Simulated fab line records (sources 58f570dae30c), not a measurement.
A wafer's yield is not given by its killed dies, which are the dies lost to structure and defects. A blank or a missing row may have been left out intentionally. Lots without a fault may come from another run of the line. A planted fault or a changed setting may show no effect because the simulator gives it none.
Struck lot and sound lot, side by side ; flow berkeley_cmos170 ; 26 out of 331 route steps
Sound: the wafers L155.2, L155.3, L155.4. Wafers struck: L158.2, L158.3, L158.6. At the end, the cause is stated.
At each step with rows: each side's tool, then ch and its chambers, then its first start. Under that, the readings that differ: sound wafers ; struck wafers ; difference of the means ; sigmas: that difference in standard deviations of wafers without a fault.
alike: same words and numbers on both sides, and readings whose means sit less than 2 such deviations apart. not compared: any withheld reading, any reading some wafer has no value for, any bound like >300 that may hide the same value, and any number with overlapping values for which the record gives no deviation.
Wherever a step has rows on one side only, a row that says differs or no value, or a row with sigmas, the two part there. Numbers that don't overlap but have no deviation are shown without sigmas and don't part them. A reading missing from all wafers of one side parts the sides only when that side holds two or more wafers.

first, 5 steps without rows for these wafers: UCB170_CONTACT_COAT_10 (resist thk 900 nm); UCB170_CONTACT_SOFTBAKE_11 (time 60 s); UCB170_CONTACT_EXPOSE_12 (exposes mask CONT, target cd 700 nm); UCB170_CONTACT_PEB_13; UCB170_CONTACT_DEVELOP_14 (develop time 45 s).
UCB170_CONTACT_CD_MEAS_15 targets a cd of 700 nm.
  struck on cd_sem-02, day 8 21:43; sound on cd_sem-01, day 8 03:08
  alike: cd_nm
UCB170_CONTACT_OVL_MEAS_16:
  struck on overlay-01, day 8 21:49; sound on overlay-02, day 8 03:15
  alike: CONTACT_OVL
UCB170_CONTACT_ETCH_17: etches BARC in N2/H2.
  sound on rie_diel-01 ch 0,2,3, day 8 03:17; struck on rie_diel-04 ch 0,1,2, day 8 21:51
  alike: drypump_motor_current_A, oes_product_au, throttle_valve_pct
UCB170_CONTACT_ETCH_18: etches PSG in CHF3/CF4/Ar, stops on TiSi2, target depth 840 nm, time 195 s.
  sound: rie_diel-01 ch 0,2,3; struck: rie_diel-04 ch 0,1,2
  alike: CHF3_flow_sccm, drypump_motor_current_A, oes_product_au, throttle_valve_pct
  not compared: rf_hours_counter_h
UCB170_CONTACT_STRIP_19: strips in O2.
  sound on plasma_asher-03 ch 0,1, day 8 03:26; struck on plasma_asher-03 ch 0, day 8 22:01
  alike: drypump_motor_current_A, o2_flow_sccm, oes_product_au
  not compared: rf_hours_counter_h
UCB170_CONTACT_CD_MEAS_90 targets a cd of 700 nm.
  struck on cd_sem-02, day 8 22:10; sound on cd_sem-01, day 8 03:34
  alike: cd_nm
then, 1 step without rows for these wafers: UCB170_CONTACT_CLEAN_20 (cleans in SPM, time 600 s).
UCB170_M1_SPUTTER_00: material Al, target thk 600 nm, time 80 s.
  struck on pvd_sputter-04, day 8 22:41; sound on pvd_sputter-03, day 8 03:51
  alike: throttle_valve_pct
UCB170_M1_RS_MEAS_01: the measuring method here is four-point-probe.
  struck on film_metro-02, day 8 22:46; sound on film_metro-02, day 8 03:56
reading;sound;struck;difference;sigmas
M1_AL_RS (ohm/sq);0.0492 0.0496 0.0488;0.0240 0.0242 0.0243;-0.0250;-50
UCB170_M1_THK_MEAS_02: measures by xrf.
  struck on film_metro-02, day 8 22:52; sound on film_metro-02, day 8 04:03
reading;sound;struck;difference;sigmas
M1_AL_THK (nm);595 589 598;1213 1198 1198;+609;+85
then, 6 steps without rows for these wafers: UCB170_M1_COAT_03; UCB170_M1_COAT_04 (resist thk 900 nm); UCB170_M1_SOFTBAKE_05 (time 60 s); UCB170_M1_EXPOSE_06 (exposes mask METAL1, target cd 700 nm); UCB170_M1_PEB_07; UCB170_M1_DEVELOP_08 (develop time 45 s).
UCB170_M1_CD_MEAS_09 targets a cd of 700 nm.
  struck on cd_sem-01, day 9 00:35; sound on cd_sem-01, day 8 05:08
  alike: cd_nm
UCB170_M1_OVL_MEAS_10:
  struck on overlay-02, day 9 00:43; sound on overlay-02, day 8 05:14
  alike: M1_OVL
UCB170_M1_ETCH_11: etches BARC in N2/H2.
  sound on rie_diel-02 ch 1,2,3, day 8 05:16; struck on rie_diel-01 ch 0,2,3, day 9 00:44
  alike: drypump_motor_current_A, oes_product_au, throttle_valve_pct
UCB170_M1_METAL_ETCH_12: etches Al in Cl2/BCl3, stops on PSG, target depth 780 nm, time 130 s.
  sound on rie_metal-04 ch 0,1, day 8 05:19; struck on rie_metal-04 ch 1, day 9 00:50
reading;sound;struck;difference;sigmas
oes_product_au (a.u.);0.859 0.848 0.843;1.016 1.009 1.009;+0.161;+12
model.etch.depth_nm (nm);592.3 588.2 596.8;784.9 787.3 788;+194.3;
model.M1.feature_depth_nm (nm);630.9 626.8 633.7;784.9 787.3 788;+156.3;
  alike: drypump_motor_current_A, throttle_valve_pct
  not compared: rf_hours_counter_h
UCB170_M1_STRIP_13: strips in O2.
  sound on plasma_asher-01 ch 0,1, day 8 05:27; struck on plasma_asher-02 ch 0,1, day 9 01:08
  alike: drypump_motor_current_A, o2_flow_sccm, oes_product_au
  not compared: rf_hours_counter_h

## WHERE THEY PART
First at UCB170_M1_RS_MEAS_01; last, within this record, at UCB170_M1_METAL_ETCH_12. Later steps at which nothing parts them and some readings are alike: UCB170_M1_STRIP_13.

WHY: what the simulator had put in
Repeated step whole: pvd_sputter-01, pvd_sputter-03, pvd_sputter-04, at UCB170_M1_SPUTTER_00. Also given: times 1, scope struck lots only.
